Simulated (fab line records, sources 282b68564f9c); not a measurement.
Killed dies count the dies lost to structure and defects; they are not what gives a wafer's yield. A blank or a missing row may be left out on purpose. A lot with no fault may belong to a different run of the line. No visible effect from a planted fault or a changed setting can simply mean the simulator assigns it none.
Which tool did it? / flow rit cmos / Sampling: 15 lots, 45 wafers, 4 of 202 route steps

## WHAT EACH GAUGE READ, for each wafer
RIT_NRETRO_TW_MEAS_10.
lot=L488; measured=day 2 11:43; on=film metro-03; NRETRO_TW=1031 1042 1043
lot=L489; measured=day 2 16:16; on=film metro-02; NRETRO_TW=1049 1040 1049
lot=L490; measured=day 2 21:21; on=film metro-04; NRETRO_TW=1048 1053 1055
lot=L493; measured=day 3 13:59; on=film metro-04; NRETRO_TW=1041 1044 1038
lot=L494; measured=day 3 16:50; on=film metro-03; NRETRO_TW=1043 1040 1046
lot=L495; measured=day 4 01:05; on=film metro-03; NRETRO_TW=1050 1057 1049
lot=L496; measured=day 4 05:02; on=film metro-02; NRETRO_TW=1051 1048 1051
lot=L497; measured=day 4 09:52; on=film metro-03; NRETRO_TW=1044 1055 1047
lot=L498; measured=day 4 15:37; on=film metro-03; NRETRO_TW=1049 1054 1050
lot=L499; measured=day 4 21:40; on=film metro-02; NRETRO_TW=1056 1053 1059
lot=L500; measured=day 4 22:32; on=film metro-02; NRETRO_TW=1057 1053 1055
lot=L501; measured=day 5 07:06; on=film metro-03; NRETRO_TW=1050 1046 1049
lot=L503; measured=day 5 18:05; on=film metro-03; NRETRO_TW=1048 1047 1044
lot=L504; measured=day 5 22:25; on=film metro-03; NRETRO_TW=1054 1054 1044
lot=L509; measured=day 6 23:30; on=film metro-02; NRETRO_TW=1050 1051 1052

RIT_PSD_TW_MEAS_10.
lot=L488; measured=day 3 07:23; on=film metro-04; PSD_TW=3415 3419 3415
lot=L489; measured=day 3 11:28; on=film metro-03; PSD_TW=3408 3402 3393
lot=L490; measured=day 3 15:34; on=film metro-04; PSD_TW=3425 3424 3408
lot=L493; measured=day 4 10:29; on=film metro-03; PSD_TW=3428 3421 3407
lot=L494; measured=day 4 13:56; on=film metro-04; PSD_TW=3414 3426 3432
lot=L495; measured=day 4 22:12; on=film metro-03; PSD_TW=3414 3432 3430
lot=L496; measured=day 4 23:31; on=film metro-04; PSD_TW=3405 3419 3416
lot=L497; measured=day 5 09:49; on=film metro-04; PSD_TW=3383 3399 3401
lot=L498; measured=day 5 13:47; on=film metro-04; PSD_TW=3397 3403 3404
lot=L499; measured=day 5 17:49; on=film metro-03; PSD_TW=3425 3430 3428
lot=L500; measured=day 5 19:50; on=film metro-03; PSD_TW=3420 3425 3417
lot=L501; measured=day 6 04:29; on=film metro-02; PSD_TW=3420 3435 3440
lot=L503; measured=day 6 16:48; on=film metro-04; PSD_TW=3412 3415 3387
lot=L504; measured=day 6 19:10; on=film metro-03; PSD_TW=3412 3416 3415
lot=L509; measured=day 7 19:38; on=film metro-04; PSD_TW=3384 3381 3395

## WHICH TOOL RAN EACH LOT (tool, then ch and the chambers of the sampled wafers, then the start)
lot=L488; RIT_PWELL_COAT_01=litho track-01 ch 0, day 2 03:23; RIT_GATE_STRIP_20=plasma asher-03 ch 0,1, day 2 19:41
lot=L489; RIT_PWELL_COAT_01=litho track-04 ch 0, day 2 07:56; RIT_GATE_STRIP_20=plasma asher-01 ch 0,1, day 2 22:49
lot=L490; RIT_PWELL_COAT_01=litho track-02 ch 0, day 2 12:16; RIT_GATE_STRIP_20=plasma asher-01 ch 0,1, day 3 03:54
lot=L493; RIT_PWELL_COAT_01=litho track-04 ch 0, day 3 05:41; RIT_GATE_STRIP_20=plasma asher-01 ch 0,1, day 3 20:47
lot=L494; RIT_PWELL_COAT_01=litho track-04 ch 0, day 3 08:23; RIT_GATE_STRIP_20=plasma asher-03 ch 0,1, day 4 02:02
lot=L495; RIT_PWELL_COAT_01=litho track-01 ch 0, day 3 16:41; RIT_GATE_STRIP_20=plasma asher-01 ch 0,1, day 4 09:28
lot=L496; RIT_PWELL_COAT_01=litho track-02 ch 0, day 3 19:20; RIT_GATE_STRIP_20=plasma asher-02 ch 0,1, day 4 11:35
lot=L497; RIT_PWELL_COAT_01=litho track-01 ch 0, day 4 01:33; RIT_GATE_STRIP_20=plasma asher-01 ch 0,1, day 4 18:41
lot=L498; RIT_PWELL_COAT_01=litho track-02 ch 0, day 4 07:20; RIT_GATE_STRIP_20=plasma asher-02 ch 0,1, day 5 01:56
lot=L499; RIT_PWELL_COAT_01=litho track-04 ch 0, day 4 11:46; RIT_GATE_STRIP_20=plasma asher-02 ch 0,1, day 5 05:10
lot=L500; RIT_PWELL_COAT_01=litho track-01 ch 0, day 4 14:04; RIT_GATE_STRIP_20=plasma asher-01 ch 0,1, day 5 06:17
lot=L501; RIT_PWELL_COAT_01=litho track-01 ch 0, day 4 22:37; RIT_GATE_STRIP_20=plasma asher-01 ch 0,1, day 5 16:28
lot=L503; RIT_PWELL_COAT_01=litho track-01 ch 0, day 5 07:45; RIT_GATE_STRIP_20=plasma asher-02 ch 0,1, day 6 04:26
lot=L504; RIT_PWELL_COAT_01=litho track-01 ch 0, day 5 13:58; RIT_GATE_STRIP_20=plasma asher-01 ch 0,1, day 6 07:08
lot=L509; RIT_PWELL_COAT_01=litho track-04 ch 0, day 6 13:35; RIT_GATE_STRIP_20=plasma asher-02 ch 0,1, day 7 07:36
- RIT_PWELL_COAT_01: resist thk 1300 nm.
- RIT_GATE_STRIP_20: strips in O2, time 180 s.

## AS READ BY THE TOOLS THEMSELVES (means over the sampled wafers that have a number; for cases with no such wafer, the mark the record gives instead)
RIT_PWELL_COAT_01.
lot=L488; tool=litho track-01; chill plate temp C (C)=22.89; resist line temp C (C)=22.99; spin speed rpm (rpm)=2000.8
lot=L489; tool=litho track-04; chill plate temp C (C)=23.01; resist line temp C (C)=22.93; spin speed rpm (rpm)=2000.5
lot=L490; tool=litho track-02; chill plate temp C (C)=22.91; resist line temp C (C)=23.11; spin speed rpm (rpm)=2001.6
lot=L493; tool=litho track-04; chill plate temp C (C)=22.82; resist line temp C (C)=23.10; spin speed rpm (rpm)=2000.7
lot=L494; tool=litho track-04; chill plate temp C (C)=23.01; resist line temp C (C)=23.09; spin speed rpm (rpm)=2000.7
lot=L495; tool=litho track-01; chill plate temp C (C)=22.98; resist line temp C (C)=23.04; spin speed rpm (rpm)=1998.3
lot=L496; tool=litho track-02; chill plate temp C (C)=22.80; resist line temp C (C)=22.94; spin speed rpm (rpm)=1998.8
lot=L497; tool=litho track-01; chill plate temp C (C)=23.05; resist line temp C (C)=22.84; spin speed rpm (rpm)=2002.0
lot=L498; tool=litho track-02; chill plate temp C (C)=22.88; resist line temp C (C)=22.92; spin speed rpm (rpm)=1999.4
lot=L499; tool=litho track-04; chill plate temp C (C)=23.06; resist line temp C (C)=23.02; spin speed rpm (rpm)=2000.6
lot=L500; tool=litho track-01; chill plate temp C (C)=23.01; resist line temp C (C)=23.02; spin speed rpm (rpm)=2000.8
lot=L501; tool=litho track-01; chill plate temp C (C)=23.05; resist line temp C (C)=23.07; spin speed rpm (rpm)=1957.8
lot=L503; tool=litho track-01; chill plate temp C (C)=22.93; resist line temp C (C)=23.03; spin speed rpm (rpm)=1957.9
lot=L504; tool=litho track-01; chill plate temp C (C)=22.98; resist line temp C (C)=22.95; spin speed rpm (rpm)=1956.4
lot=L509; tool=litho track-04; chill plate temp C (C)=22.95; resist line temp C (C)=23.06; spin speed rpm (rpm)=2000.0

RIT_GATE_STRIP_20.
lot=L488; tool=plasma asher-03; drypump motor current A (A)=5.7
lot=L489; tool=plasma asher-01; drypump motor current A (A)=6.1
lot=L490; tool=plasma asher-01; drypump motor current A (A)=6.1
lot=L493; tool=plasma asher-01; drypump motor current A (A)=6.0
lot=L494; tool=plasma asher-03; drypump motor current A (A)=5.6
lot=L495; tool=plasma asher-01; drypump motor current A (A)=6.0
lot=L496; tool=plasma asher-02; drypump motor current A (A)=6.0
lot=L497; tool=plasma asher-01; drypump motor current A (A)=6.1
lot=L498; tool=plasma asher-02; drypump motor current A (A)=6.0
lot=L499; tool=plasma asher-02; drypump motor current A (A)=6.3
lot=L500; tool=plasma asher-01; drypump motor current A (A)=6.2
lot=L501; tool=plasma asher-01; drypump motor current A (A)=6.0
lot=L503; tool=plasma asher-02; drypump motor current A (A)=6.0
lot=L504; tool=plasma asher-01; drypump motor current A (A)=6.0
lot=L509; tool=plasma asher-02; drypump motor current A (A)=6.3

## THE ANSWER, worked out from the rows above alone
Rule: usual is defined by the lots themselves. Put in order of their means at a reading, lots are off if they are a third of the lots or fewer, leave a main group of 4 or more, and stand apart from it by a gap of 3 or more times the standard deviation of the main group's means; of several such gaps the widest counts. If all means in a main group match to the digits the tables above print for the reading, that group is not used. A lot without any number at a reading at which 4 lots or more have one is off too. The other lots that the step has rows for count as sound. The gauges are gone through in route order, then the tools' own readings, and for those a lot's mean is taken as printed above. The first step at which some lot is off is used, and at that step the reading that is off furthest; a lot without a number counts as furthest.
Off at RIT_PWELL_COAT_01 (spin speed rpm): L501, L503, L504. The main group: mean 2000.3 rpm, standard deviation 1.
If a tool, at that step or one of the process steps before it, ran each lot that is off and ran no sound lot following the first of them, it fits. One fits: litho track-01 at RIT_PWELL_COAT_01. Its last sound lot is L500 (day 4 14:04), its first lot that is off L501 (day 4 22:37): a fault that began between those two fits.
On the lots that are off, the tool's own readings at RIT_PWELL_COAT_01 differ by more than 5 times the standard deviation of the sound lots' means, which bears it out; spin speed rpm reads 1957.4 rpm there versus 2000.3 rpm on the sound lots.

## WHAT THE SIMULATOR HAD INSERTED
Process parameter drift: litho track-01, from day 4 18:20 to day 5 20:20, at RIT_PWELL_COAT_01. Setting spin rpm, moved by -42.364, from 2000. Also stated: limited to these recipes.
Shown lots that were struck: L501, L503, L504. The same result came from the rule above.
